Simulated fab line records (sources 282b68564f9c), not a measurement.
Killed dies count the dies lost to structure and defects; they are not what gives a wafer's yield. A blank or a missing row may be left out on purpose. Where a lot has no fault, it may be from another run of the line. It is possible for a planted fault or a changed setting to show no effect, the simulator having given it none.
fab line records	flow ritCmos
[record] lots = 6	wafers = 18	lastDay = 8
route steps=202 shown ACTIVE@1 FOX1@20 FOX2@23 M1@202
lots untouched by any fault: they come from a run of this same line in which no faults occurred
startH: the number of hours between the record's first day and the start of the first shown wafer of the lot	waitH: hours since the lot's step before	" the same as in the row above	L1.1+2: one row covering several wafers at once	- value missing, or start not given	* or withheld: withheld	< > ~ a bound
route shown NAME@n: NAME is a module with steps in the file, n the number in the route of the first one	usual: mean/standard deviation of fault-free wafers	same: alike in all rows	chamber/n: place in a boat	sites: each site's reading	_std_site: the values' standard deviation	_edge_site: inner sites' mean taken away from outer sites' mean	radiusMm: how far each site lies from the wafer's centre	mask NAME#n: copy n	behind: the last tool/chamber to shape the wafer	hold: cause of the lot's hold/its duration in hours/its outcome	device: whichever transistor did not switch (one of n, p or np)	end of line: the tests these same wafers got at the end of their route	a step given without rows: its recipe and nothing more	killed: the dies lost at the first sort to structure and to defects; this is not the yield of the wafer	map: the dies of a wafer, with x for killed, . for not killed, _ for no die there
set.NAME: the setting that was run; set.NAME@STEP: the one run at that earlier step	model.NAME: the simulator's own value behind a step, which no gauge read
certain route steps with their lots: each step a table, each wafer a row
services: the hour from which a tool's chamber was out of use, counted from the record's first day as startH (under 0 if before that day), plus the number of hours and why
[[steps]]
[step RIT_ACTIVE_BOW_MEAS_00]
[recipe] mode = bow
[usual] INCOMING_BOW = 1/6.9
lot.wafer	tool	chamber	startH	waitH	INCOMING_BOW[um]
L270.1	filmMetro-03	-	35.00	-	-2
L270.3	"	-	"	"	5
L270.5	"	-	"	"	11
L273.3	filmMetro-03	-	50.04	-	7
L273.4	"	-	"	"	4
L273.5	"	-	"	"	1
L284.1	filmMetro-01	-	105.00	-	0
L284.3	"	-	"	"	-1
L284.6	"	-	"	"	-10
L285.2	filmMetro-03	-	110.02	-	-3
L285.4	"	-	"	"	-4
L285.6	"	-	"	"	9
L286.2	filmMetro-03	-	115.02	-	-6
L286.5	"	-	"	"	4
L286.6	"	-	"	"	12
L288.1	filmMetro-03	-	125.00	-	-2
L288.2	"	-	"	"	12
L288.6	"	-	"	"	4
[step RIT_ACTIVE_OXIDATION_01]
[recipe] tempC = 1000	ambient = O2	targetThkA = 468	oxTimeS = 3360
[usual] spikeTcCentreC = 1001.9/1.2	spikeTcLoadC = 1027.6/1.6	tubeCenterTempC = 1000/0.087	tube_center_temp_C_max = 1002.5/0.38
lot.wafer	tool	chamber	startH	waitH	spikeTcCentreC	spikeTcLoadC	tubeCenterTempC	tube_center_temp_C_max	model.SiO2_of_ACTIVE_OXIDATION_01.thkNm
L270.1	furnace-01	0	35.12	0.1	1003.1	1027.3	999.81	1001.7	45.89
L270.3	"	0	"	"	1000.0	1027.3	1000	1002.8	46.01
L270.5	"	0	"	"	1002.2	1028.6	999.98	1002.3	45.89
L273.3	furnace-03	0	50.47	0.4	1003.7	1029.1	999.94	1002.8	45.13
L273.4	"	0	"	"	1001.9	1028.5	999.91	1002.1	46.37
L273.5	"	0	"	"	1002.4	1029.9	999.93	1002.6	45.22
L284.1	furnace-04	0	105.68	0.7	1001.4	1025.4	1000.1	1002.2	47.93
L284.3	"	0	"	"	1001.0	1026.6	999.99	1002.4	47.7
L284.6	"	0	"	"	1002.0	1026.5	999.92	1003.0	48.02
L285.2	furnace-01	0	113.42	3.4	1015.8	1044.3	1015.1	1017.9	54.11
L285.4	"	0	"	"	1016.9	1043.0	1015	1017.9	53.79
L285.6	"	0	"	"	1017.4	1041.3	1014.9	1018.0	53.94
L286.2	furnace-01	0	115.35	0.3	1017.0	1043.2	1015.1	1017.5	53.28
L286.5	"	0	"	"	1017.2	1044.8	1015	1017.7	53.04
L286.6	"	0	"	"	1017.3	1043.3	1015.1	1017.3	53.29
L288.1	furnace-03	0	130.90	5.9	1004.0	1027.7	1000.1	1002.4	46.35
L288.2	"	0	"	"	1004.5	1028.2	999.98	1002.6	46.77
L288.6	"	0	"	"	1003.7	1029.3	1000	1003.2	47.05
[step RIT_ACTIVE_THK_MEAS_02]
[recipe] reads = SiO2_of_ACTIVE_OXIDATION_01
[usual] ACTIVE_OXIDE_THK = 47.1/0.86
lot.wafer	tool	chamber	startH	waitH	ACTIVE_OXIDE_THK[nm]
L270.1	filmMetro-01	-	37.05	0.0	45.9
L270.3	"	-	"	"	46.0
L270.5	"	-	"	"	45.9
L273.3	filmMetro-01	-	52.42	0.0	45.1
L273.4	"	-	"	"	46.4
L273.5	"	-	"	"	45.2
L284.1	filmMetro-03	-	107.61	0.0	47.9
L284.3	"	-	"	"	47.7
L284.6	"	-	"	"	48.1
L285.2	filmMetro-03	-	115.36	0.0	54.1
L285.4	"	-	"	"	53.7
L285.6	"	-	"	"	53.9
L286.2	filmMetro-02	-	117.29	0.0	53.3
L286.5	"	-	"	"	53.0
L286.6	"	-	"	"	53.3
L288.1	filmMetro-03	-	132.84	0.0	46.4
L288.2	"	-	"	"	46.7
L288.6	"	-	"	"	47.0
[step RIT_ACTIVE_CVD_03]
[recipe] material = Si3N4	targetThkNm = 150	tempC = 810	precursor = SiH2Cl2/NH3	timeS = 1500	pressureMtorr = 300	sih2cl2FlowSccm = 60	nh3FlowSccm = 150
[step RIT_ACTIVE_THK_MEAS_04]
[recipe] reads = Si3N4_of_ACTIVE_CVD_03
[usual] ACTIVE_NITRIDE_THK = 150.4/1.4
lot.wafer	tool	chamber	startH	waitH	ACTIVE_NITRIDE_THK[nm]
L270.1	filmMetro-01	-	38.56	0.0	152.6
L270.3	"	-	"	"	151.5
L270.5	"	-	"	"	150.9
L273.3	filmMetro-02	-	53.90	0.0	150.0
L273.4	"	-	"	"	151.2
L273.5	"	-	"	"	150.7
L284.1	filmMetro-03	-	109.09	0.0	148.8
L284.3	"	-	"	"	147.7
L284.6	"	-	"	"	147.6
L285.2	filmMetro-01	-	116.84	0.0	150.3
L285.4	"	-	"	"	150.7
L285.6	"	-	"	"	150.2
L286.2	filmMetro-03	-	118.77	0.0	148.2
L286.5	"	-	"	"	147.1
L286.6	"	-	"	"	148.7
L288.1	filmMetro-03	-	134.31	0.0	151.7
L288.2	"	-	"	"	151.6
L288.6	"	-	"	"	151.9
[step RIT_ACTIVE_HMDS_05]
[recipe] primeTimeS = 60	primeTempC = 140
[step RIT_ACTIVE_COAT_06]
[recipe] resist = NOVOLAK	spinRpm = 3250	resistThkNm = 1000
[step RIT_ACTIVE_SOFTBAKE_07]
[recipe] resist = NOVOLAK	tempC = 90	timeS = 60
[step RIT_ACTIVE_EXPOSE_08]
[recipe] maskId = M1	na = 0.6	sourceShape = conventional	sigmaOuter = 0.6	targetCdNm = 1400	doseMj = 225
[step RIT_ACTIVE_PEB_09]
[recipe] resist = NOVOLAK	tempC = withheld	timeS = withheld
[step RIT_ACTIVE_DEVELOP_10]
[recipe] resist = NOVOLAK	developTimeS = 50	devTempC = 23
[step RIT_ACTIVE_CD_MEAS_11]
[recipe] targetCdNm = 1400
[usual] cdNm = 1399.4/2.3
lot.wafer	tool	chamber	startH	waitH	cdNm
L270.1	cdSem-01	-	39.60	-	1398.3
L270.3	"	-	"	"	1399.8
L270.5	"	-	"	"	1400.1
L273.3	cdSem-01	-	54.95	-	1397.6
L273.4	"	-	"	"	1397.9
L273.5	"	-	"	"	1399.9
L284.1	cdSem-02	-	110.00	-	1398.7
L284.3	"	-	"	"	1397.7
L284.6	"	-	"	"	1398.6
L285.2	cdSem-02	-	117.76	-	1397.5
L285.4	"	-	"	"	1397.9
L285.6	"	-	"	"	1398.0
L286.2	cdSem-01	-	119.78	-	1396.8
L286.5	"	-	"	"	1398.1
L286.6	"	-	"	"	1397.8
L288.1	cdSem-02	-	135.49	-	1399.1
L288.2	"	-	"	"	1397.5
L288.6	"	-	"	"	1396.0
[step RIT_ACTIVE_HARDBAKE_12]
[recipe] resist = NOVOLAK	tempC = 140	timeS = 60
[step RIT_ACTIVE_ETCH_13]
[recipe] stopOn = SiO2	chemistry = SF6	target = Si3N4	timeS = 210	overEtchFrac = 0.4	SF6_flow_sccm = 200	pressureMtorr = 260	rfW = 125	targetDepthA = 2100
[usual] drypumpMotorCurrentA = 5.8/0.48	oesProductAu = 0.825/0.011	throttleValvePct = 7.53/0.084
lot.wafer	tool	chamber	startH	waitH	drypumpMotorCurrentA	oesProductAu	rfHoursCounterH	throttleValvePct
L270.1	rieDiel-01	1	39.87	0.1	6.3	0.843	92	7.43
L270.3	"	2	"	"	5.0	0.824	4	7.46
L270.5	"	3	"	"	5.8	0.825	-	7.56
L273.3	rieDiel-01	2	55.18	0.1	5.0	0.824	5	7.47
L273.4	"	3	"	"	5.8	0.828	54	7.55
L273.5	"	1	"	"	6.3	0.842	-	7.40
L284.1	rieDiel-01	2	110.27	0.1	5.0	0.818	6	7.47
L284.3	"	3	"	"	5.8	0.815	55	7.56
L284.6	"	1	"	"	6.4	0.836	-	7.41
L285.2	rieDiel-03	3	118.01	0.1	6.2	0.850	61	7.56
L285.4	"	3	"	"	6.2	0.844	-	7.58
L285.6	"	2	"	"	5.9	0.811	-	7.61
L286.2	rieDiel-01	1	120.24	0.1	6.3	0.837	93	7.41
L286.5	"	2	"	"	5.0	0.808	-	7.47
L286.6	"	3	"	"	5.8	0.826	-	7.56
L288.1	rieDiel-01	2	135.76	0.1	5.1	0.840	6	7.49
L288.2	"	1	"	"	6.4	0.844	93	7.41
L288.6	"	1	"	"	6.4	0.848	-	7.40
[step RIT_ACTIVE_STRIP_14]
[recipe] chemistry = O2	timeS = 180	resist = NOVOLAK	platenTempC = withheld	powerW = 500	pressureMtorr = 4000	o2FlowSccm = 4000
[usual] drypumpMotorCurrentA = 5.8/0.41
lot.wafer	tool	chamber	startH	waitH	drypumpMotorCurrentA	rfHoursCounterH
L270.1	plasmaAsher-02	1	40.00	0.1	5.5	41
L270.3	"	1	"	"	5.4	-
L270.5	"	1	"	"	5.4	-
L273.3	plasmaAsher-01	1	55.38	0.1	6.0	-
L273.4	"	0	"	"	5.4	-
L273.5	"	0	"	"	5.4	-
L284.1	plasmaAsher-02	1	110.41	0.1	5.4	47
L284.3	"	1	"	"	5.4	-
L284.6	"	1	"	"	5.4	-
L285.2	plasmaAsher-01	0	118.21	0.1	5.4	0
L285.4	"	0	"	"	5.4	-
L285.6	"	1	"	"	6.0	-
L286.2	plasmaAsher-01	0	120.37	0.1	5.4	0
L286.5	"	1	"	"	5.9	-
L286.6	"	0	"	"	5.4	-
L288.1	plasmaAsher-01	1	135.89	0.1	6.0	2
L288.2	"	0	"	"	5.4	2
L288.6	"	1	"	"	6.0	-
[step RIT_ACTIVE_CD_MEAS_90]
[recipe] targetCdNm = 1400
[usual] cdNm = 1399.4/2.3
lot.wafer	tool	chamber	startH	waitH	cdNm
L270.1	cdSem-02	-	40.17	0.1	1398.3
L270.3	"	-	"	"	1399.3
L270.5	"	-	"	"	1400.5
L273.3	cdSem-02	-	55.53	0.1	1397.1
L273.4	"	-	"	"	1398.4
L273.5	"	-	"	"	1399.7
L284.1	cdSem-01	-	110.58	0.1	1398.5
L284.3	"	-	"	"	1397.3
L284.6	"	-	"	"	1398.2
L285.2	cdSem-01	-	118.40	0.1	1397.7
L285.4	"	-	"	"	1398.0
L285.6	"	-	"	"	1398.0
L286.2	cdSem-02	-	120.57	0.1	1396.8
L286.5	"	-	"	"	1398.5
L286.6	"	-	"	"	1397.9
L288.1	cdSem-02	-	136.07	0.1	1398.7
L288.2	"	-	"	"	1397.5
L288.6	"	-	"	"	1396.1
[step RIT_ACTIVE_CLEAN_15]
[recipe] chemistry = SC1	mix = 3:3:50	timeS = 600	tempC = 75
[step RIT_ACTIVE_CLEAN_16]
[recipe] chemistry = dHF	dilution = 50:1	timeS = 30
[step RIT_ACTIVE_CLEAN_17]
[recipe] chemistry = SC2	mix = 3:3:50	timeS = 600	tempC = 75	dry = n2Spin
[step RIT_FOX1_OXIDATION_00]
[recipe] tempC = 1100	ambient = H2O	targetThkA = 3507	pH2oTorr = 720	oxTimeS = 1130
[step RIT_FOX1_THK_MEAS_01]
[recipe] reads = SiO2_of_FOX1_OXIDATION_00
[usual] FOX1_OXIDE_THK = 351/6
lot.wafer	tool	chamber	startH	waitH	FOX1_OXIDE_THK[nm]
L270.1	filmMetro-04	-	43.47	0.0	347
L270.3	"	-	"	"	349
L270.5	"	-	"	"	342
L273.3	filmMetro-01	-	61.04	0.0	353
L273.4	"	-	"	"	357
L273.5	"	-	"	"	367
L284.1	filmMetro-01	-	115.34	0.0	347
L284.3	"	-	"	"	344
L284.6	"	-	"	"	344
L285.2	filmMetro-01	-	124.19	0.0	353
L285.4	"	-	"	"	351
L285.6	"	-	"	"	350
L286.2	filmMetro-04	-	124.19	0.0	347
L286.5	"	-	"	"	340
L286.6	"	-	"	"	345
L288.1	filmMetro-01	-	141.30	0.0	348
L288.2	"	-	"	"	344
L288.6	"	-	"	"	344
[step RIT_FOX1_WET_ETCH_02]
[recipe] chemistry = BOE	targetDepthNm = 350	timeS = 390	tempC = 21.5	dry = n2Spin	dilution = 10:1	target = SiO2
[step RIT_FOX2_OXIDATION_00]
[recipe] tempC = 1100	ambient = H2O	targetThkA = 3507	pH2oTorr = 720	oxTimeS = 1130
[step RIT_FOX2_THK_MEAS_01]
[recipe] reads = SiO2_of_FOX2_OXIDATION_00
[usual] FOX2_OXIDE_THK = 351/5
lot.wafer	tool	chamber	startH	waitH	FOX2_OXIDE_THK[nm]
L270.1	filmMetro-04	-	46.96	0.0	351
L270.3	"	-	"	"	348
L270.5	"	-	"	"	343
L273.3	filmMetro-01	-	64.54	0.0	347
L273.4	"	-	"	"	351
L273.5	"	-	"	"	348
L284.1	filmMetro-01	-	117.73	0.0	352
L284.3	"	-	"	"	349
L284.6	"	-	"	"	362
L285.2	filmMetro-01	-	131.80	0.0	349
L285.4	"	-	"	"	353
L285.6	"	-	"	"	352
L286.2	filmMetro-02	-	131.80	0.0	349
L286.5	"	-	"	"	346
L286.6	"	-	"	"	349
L288.1	filmMetro-04	-	145.81	0.0	341
L288.2	"	-	"	"	348
L288.6	"	-	"	"	346
[step RIT_FOX2_CLEAN_02]
[recipe] chemistry = dHF	dilution = 50:1	timeS = 180
[step RIT_FOX2_WET_ETCH_03]
[recipe] chemistry = H3PO4	target = Si3N4	targetDepthNm = 195	tempC = 165	timeS = 2700
[usual] bathHeatDutyPct = 28.0/2.4	tempC = 164.98/0.15
lot.wafer	tool	chamber	startH	waitH	bathHeatDutyPct	tempC	model.SiO2_of_ACTIVE_OXIDATION_01.thkNm
L270.1	wetBench-04	0	47.07	0.0	29.6	164.94	40.27
L270.3	"	0	"	"	29.6	165.04	39.63
L270.5	"	0	"	"	29.4	165.11	40.45
L273.3	wetBench-04	2	64.64	0.0	28.1	164.99	38.84
L273.4	"	2	"	"	28.0	164.69	40.82
L273.5	"	2	"	"	26.8	164.83	39.61
L284.1	wetBench-04	0	117.85	0.0	30.1	164.84	41.34
L284.3	"	0	"	"	32.1	165.11	42.03
L284.6	"	0	"	"	29.4	164.92	42.16
L285.2	wetBench-01	0	131.91	0.0	24.8	165.21	46.37
L285.4	"	0	"	"	25.0	165.02	46.04
L285.6	"	0	"	"	25.8	165.28	47.99
L286.2	wetBench-01	1	131.91	0.0	25.4	164.78	46.83
L286.5	"	1	"	"	24.6	164.94	45.88
L286.6	"	1	"	"	24.0	164.85	47.01
L288.1	wetBench-02	3	145.93	0.0	32.2	165.03	40.09
L288.2	"	3	"	"	28.3	165.05	41.22
L288.6	"	3	"	"	30.4	164.99	41.47
[step RIT_FOX2_THK_MEAS_90]
[recipe] reads = SiO2_of_FOX2_OXIDATION_00
[usual] FIELD_OXIDE_LEFT_1_THK = 324/5
lot.wafer	tool	chamber	startH	waitH	FIELD_OXIDE_LEFT_1_THK[nm]
L270.1	filmMetro-04	-	47.83	0.0	323
L270.3	"	-	"	"	321
L270.5	"	-	"	"	316
L273.3	filmMetro-02	-	65.42	0.0	320
L273.4	"	-	"	"	324
L273.5	"	-	"	"	320
L284.1	filmMetro-02	-	118.60	0.0	325
L284.3	"	-	"	"	322
L284.6	"	-	"	"	334
L285.2	filmMetro-04	-	132.75	0.0	321
L285.4	"	-	"	"	326
L285.6	"	-	"	"	325
L286.2	filmMetro-02	-	132.75	0.0	321
L286.5	"	-	"	"	319
L286.6	"	-	"	"	322
L288.1	filmMetro-01	-	146.69	0.0	315
L288.2	"	-	"	"	321
L288.6	"	-	"	"	319
[step RIT_M1_PROBE_99]
[usual] killedAtContacts = 0.1/0.24	killedAtFrontEnd = 7/3.1	killedDies = 7/3.1	killedOpen = 3.3/1.9	killedShort = 3.9/2.1
[same] grossDies = 264	killed_at_M0_to_M3 = 0	killed_at_M4_up = 0	killedAtBackSide = 0	killedAtOther = 0
lot.wafer	tool	chamber	startH	waitH	killedAtContacts	killedAtFrontEnd	killedDies	killedOpen	killedShort	model.etest.pldd.widthNm	model.etest.nldd.widthNm	model.etest.nplusSal.widthNm	model.etest.pplusSal.widthNm	model.etest.nmosNarrow.driveUaUm	model.etest.pmosNarrow.driveUaUm
L270.1	prober-02	-	88.57	0.1	0	6	6	1	5	3186	3189	3459	3450	240.2	109
L270.3	prober-02	-	88.67	0.2	0	5	5	2	3	3188	3175	3431	3414	239.5	109.1
L270.5	prober-02	-	88.77	0.2	0	7	7	3	4	3206	3196	3460	3459	239.1	109.1
L273.3	prober-01	-	105.88	0.2	0	9	9	4	5	3172	3193	3465	3457	234.2	107.5
L273.4	prober-01	-	105.93	0.2	0	6	6	1	5	3178	3179	3450	3462	238.5	109.9
L273.5	prober-01	-	105.98	0.2	0	12	12	6	6	3185	3188	3436	3444	232.4	107.5
L284.1	prober-02	-	169.74	0.1	0	12	12	6	6	3170	3156	3442	3442	223.4	102
L284.3	prober-02	-	169.84	0.2	0	13	13	7	6	3177	3167	3456	3460	220.1	99.25
L284.6	prober-02	-	169.99	0.2	0	9	9	4	5	3139	3168	3430	3423	216.5	100.1
L285.2	prober-01	-	180.46	0.1	0	6	6	2	4	3102	3084	3397	3395	207.6	92.58
L285.4	prober-01	-	180.56	0.2	0	12	12	4	8	3083	3107	3389	3402	204.9	92.11
L285.6	prober-01	-	180.66	0.2	0	3	3	1	2	3086	3106	3386	3388	203.1	91.75
L286.2	prober-02	-	181.96	0.1	0	2	2	1	1	3104	3102	3429	3425	216.4	97.07
L286.5	prober-02	-	182.11	0.2	0	6	6	0	6	3118	3099	3412	3411	218.2	101.3
L286.6	prober-02	-	182.16	0.2	0	6	6	2	4	3119	3112	3418	3399	218.9	99.03
L288.1	prober-01	-	195.80	0.1	1	10	11	3	8	3197	3193	3466	3447	226.2	102.2
L288.2	prober-01	-	195.85	0.1	0	8	8	4	4	3186	3193	3454	3456	220.3	97.7
L288.6	prober-01	-	196.05	0.2	0	13	13	7	6	3186	3184	3470	3447	222.3	100.6
// killed by level:class
L270.1 REOX:geometricParticle:short=2 GATE:geometricParticle:short=1 SPACER:geometricParticle:short=1 SPACER:geometricParticle:open=1 SILICIDE:geometricParticle:short=1
L270.3 GATE:geometricParticle:short=2 FOX1:geometricParticle:open=1 REOX:geometricParticle:open=1 REOX:geometricParticle:short=1
L270.5 GATE:geometricParticle:open=2 FOX2:geometricParticle:short=1 GATE:geometricParticle:short=1 REOX:geometricParticle:short=1 SPACER:geometricParticle:open=1 SPACER:geometricParticle:short=1
L273.3 GATE:geometricParticle:open=2 GATE:geometricParticle:short=2 FOX2:geometricParticle:short=1 REOX:geometricParticle:short=1 SPACER:geometricParticle:open=1 SILICIDE:geometricParticle:open=1 SILICIDE:geometricParticle:short=1
L273.4 REOX:geometricParticle:short=3 GATE:geometricParticle:short=2 SILICIDE:geometricParticle:open=1
L273.5 GATE:geometricParticle:open=5 GATE:geometricParticle:short=2 REOX:geometricParticle:short=2 FOX2:geometricParticle:short=1 SPACER:geometricParticle:open=1 SILICIDE:geometricParticle:short=1
L284.1 REOX:geometricParticle:short=6 REOX:geometricParticle:open=2 SPACER:geometricParticle:open=2 GATE:geometricParticle:open=1 SILICIDE:geometricParticle:open=1
L284.3 FOX2:geometricParticle:open=3 REOX:geometricParticle:short=3 SILICIDE:geometricParticle:open=2 FOX1:geometricParticle:open=1 GATE:geometricParticle:open=1 GATE:geometricParticle:short=1 SPACER:geometricParticle:short=1 SILICIDE:geometricParticle:short=1
L284.6 GATE:geometricParticle:short=2 REOX:geometricParticle:short=2 SILICIDE:geometricParticle:open=2 FOX1:geometricParticle:short=1 GATE:geometricParticle:open=1 SPACER:geometricParticle:open=1
L285.2 SPACER:geometricParticle:short=3 FOX1:geometricParticle:short=1 GATE:geometricParticle:open=1 SPACER:geometricParticle:open=1
L285.4 GATE:geometricParticle:open=3 GATE:geometricParticle:short=3 SPACER:geometricParticle:short=3 FOX1:geometricParticle:open=1 REOX:geometricParticle:short=1 SILICIDE:geometricParticle:short=1
L285.6 GATE:geometricParticle:short=1 SILICIDE:geometricParticle:short=1 SILICIDE:geometricParticle:open=1
L286.2 FOX2:geometricParticle:short=1 REOX:geometricParticle:open=1
L286.5 GATE:geometricParticle:short=4 FOX1:geometricParticle:short=1 FOX2:geometricParticle:short=1
L286.6 FOX1:geometricParticle:short=2 REOX:geometricParticle:short=2 FOX1:geometricParticle:open=1 FOX2:geometricParticle:open=1
L288.1 GATE:geometricParticle:short=5 GATE:geometricParticle:open=2 FOX2:geometricParticle:short=1 SPACER:geometricParticle:short=1 SILICIDE:geometricParticle:short=1 CONTACT:geometricParticle:open=1
L288.2 GATE:geometricParticle:open=3 GATE:geometricParticle:short=2 FOX1:geometricParticle:short=1 SPACER:geometricParticle:open=1 SPACER:geometricParticle:short=1
L288.6 GATE:geometricParticle:open=7 FOX1:geometricParticle:short=3 GATE:geometricParticle:short=2 FOX2:geometricParticle:short=1
[[services]]
tool	chamber	startH	hours	kind
furnace-03	-	43.47	3.1	pm
plasmaAsher-02	-	44.58	1.2	repair
wetBench-01	-	46.24	33.6	pm
rieDiel-03	3	58.70	7.6	repair
rieDiel-03	-	62.19	4.3	pm
rieDiel-03	1	81.59	80.9	repair
plasmaAsher-02	-	92.16	14.6	pm
wetBench-01	-	108.21	1.2	repair
plasmaAsher-01	-	108.75	9.0	pm
plasmaAsher-01	0	108.75	9.0	ventCycle
plasmaAsher-01	1	108.75	9.0	ventCycle
furnace-04	-	108.93	75.3	pm
rieDiel-03	0	113.14	5.3	repair
plasmaAsher-01	0	117.75	-	clean
plasmaAsher-01	1	117.75	-	clean
furnace-01	-	126.73	3.7	pm
furnace-03	-	137.66	2.1	repair
rieDiel-03	2	139.80	4.2	repair
[[key]]
[firstSign] step = RIT_ACTIVE_OXIDATION_01	reading = tubeCenterTempC	direction = up	sigmas = 99+	usual = *	struck = *
[effect] step = RIT_ACTIVE_OXIDATION_01	reading = tube_center_temp_C_max	direction = up	sigmas = 40	usual = *	struck = *
[effect] step = RIT_ACTIVE_THK_MEAS_02	reading = ACTIVE_OXIDE_THK	direction = up	sigmas = 7.6	usual = 47.1	struck = 53.6
[modelEffect] step = RIT_ACTIVE_OXIDATION_01	value = SiO2_of_ACTIVE_OXIDATION_01.thkNm	without = 46.34	struck = 53.58
[modelEffect] step = RIT_FOX2_WET_ETCH_03	value = SiO2_of_ACTIVE_OXIDATION_01.thkNm	without = 40.25	struck = 46.69
[modelEffect] step = RIT_M1_PROBE_99	value = etest.pldd.widthNm	without = 3181	struck = 3102
metAt RIT_ACTIVE_OXIDATION_01
struckWafers L285.2,L285.4,L285.6,L286.2,L286.5,L286.6
testerLeftOut L285,L286
onsetBetween 35.12 113.42
[fault] kind = processParameterDrift	tool = furnace-01	chamber = -	onsetH = 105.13	steps = RIT_ACTIVE_OXIDATION_01	channel = tempC	offset = *	shape = step	endH = 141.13	actsIn = *	stated = *
// testerLeftOut: of these lots the tester's yield and bins aren't shown, on N5 and GAA mostly nor the transistor test; their killed dies are dies lost to structure and defects alone, not to doping, threshold or leakage, so they don't give the yield
